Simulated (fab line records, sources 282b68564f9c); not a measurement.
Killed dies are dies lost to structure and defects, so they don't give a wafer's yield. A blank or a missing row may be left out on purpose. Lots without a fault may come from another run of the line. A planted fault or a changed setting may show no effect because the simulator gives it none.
Split-lot experiment | flow rit_cmos | 5 lots, 23 wafers read, on a route of 202 steps

THE SPLIT
At RIT_SILICIDE_SPUTTER_01 (material Ti, target thk 30 nm, time 240 s), the setting time_s was moved away from the recipe's 240 s on 7 of the 23 wafers read, by -8.9% to +14.0%. The other wafers ran this setting at the recipe's value.

FROM THE SPLIT TO THE READING: what the file shows between them, 1 step
- RIT_SILICIDE_RS_MEAS_02: measures by four-point-probe

THE READING
SILICIDE_TI_THK, in nm, at RIT_SILICIDE_THK_MEAS_03 (measures by xrf). Fault-free wafers of this fab line usually give 29.9 nm, standard deviation 0.38 nm.

wafer  | tool, chamber at the split | time_s as run, s | against the recipe | SILICIDE_TI_THK, nm | against lot-mates on the recipe
L076.1 | pvd_sputter-02, -          | 254.2            | +5.9%              | 31.9                | +2.3
L076.2 | pvd_sputter-02, -          | 240              | recipe             | 30.0                | -
L076.3 | pvd_sputter-02, -          | 240              | recipe             | 29.5                | -
L076.4 | pvd_sputter-02, -          | 240              | recipe             | 29.4                | -
L076.6 | pvd_sputter-02, -          | 254.2            | +5.9%              | 31.5                | +1.9
L079.1 | pvd_sputter-04, -          | 240              | recipe             | 29.7                | -
L079.3 | pvd_sputter-04, -          | 240              | recipe             | 30.2                | -
L079.4 | pvd_sputter-04, -          | 240              | recipe             | 29.7                | -
L079.5 | pvd_sputter-04, -          | 240              | recipe             | 30.2                | -
L079.6 | pvd_sputter-04, -          | 240              | recipe             | 30.0                | -
L080.1 | pvd_sputter-02, -          | 240              | recipe             | 29.5                | -
L080.2 | pvd_sputter-02, -          | 240              | recipe             | 29.9                | -
L080.6 | pvd_sputter-02, -          | 240              | recipe             | 30.0                | -
L082.1 | pvd_sputter-02, -          | 240              | recipe             | 29.9                | -
L082.2 | pvd_sputter-02, -          | 218.6            | -8.9%              | 27.5                | -2.4
L082.3 | pvd_sputter-02, -          | 240              | recipe             | 30.0                | -
L082.4 | pvd_sputter-02, -          | 218.6            | -8.9%              | 27.5                | -2.4
L082.6 | pvd_sputter-02, -          | 218.6            | -8.9%              | 27.3                | -2.6
L085.1 | pvd_sputter-04, -          | 240              | recipe             | 29.8                | -
L085.2 | pvd_sputter-04, -          | 273.5            | +14.0%             | 34.0                | +4.4
L085.3 | pvd_sputter-04, -          | 273.5            | +14.0%             | 33.8                | +4.2
L085.4 | pvd_sputter-04, -          | 240              | recipe             | 29.2                | -
L085.6 | pvd_sputter-04, -          | 240              | recipe             | 29.8                | -

THE FIT
A straight line over all 23 wafers: SILICIDE_TI_THK changes by +0.286 nm for each +1% of time_s; r = +0.99; the points scatter about the line by 0.27 nm.
The same after taking each lot's own level away (the mean of its wafers on the recipe; 23 wafers): +0.302 nm for each +1%; r = +0.99; scatter 0.24 nm.
On that fit, the largest move of time_s shifts the reading by 4.2 nm.
The lots' own levels span 29.60 to 29.96 nm, that is 0.9 times the standard deviation above.
So the lot-to-lot level changes the slope little: the two slopes agree.
Check: with one of the wafers moved furthest among these (+14.0%) left out of the fit, the line predicts +4.22 nm for it against its lot-mates. It came out at +4.4 nm against them.

THE WHOLE CHAIN: every reading that the file lists as answering this split, in the file's order
step                     | what it does                              | reading                                                                           | change (the file's fit)               | r (the file's)
RIT_SILICIDE_SPUTTER_01  | material Ti, target thk 30 nm, time 240 s | Ti_of_SILICIDE_SPUTTER_01.thk_nm (the simulator's own value, which no gauge read) | +0.308 nm for each +1% of the setting | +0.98
RIT_SILICIDE_RS_MEAS_02  | measures by four-point-probe              | SILICIDE_TI_RS                                                                    | -0.577 for each +1% of the setting    | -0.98
RIT_SILICIDE_THK_MEAS_03 | measures by xrf                           | SILICIDE_TI_THK                                                                   | +0.304 for each +1% of the setting    | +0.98

THE FILE'S OWN FIT
SILICIDE_TI_THK changes by +0.304 nm for each +1% of time_s, r = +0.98.
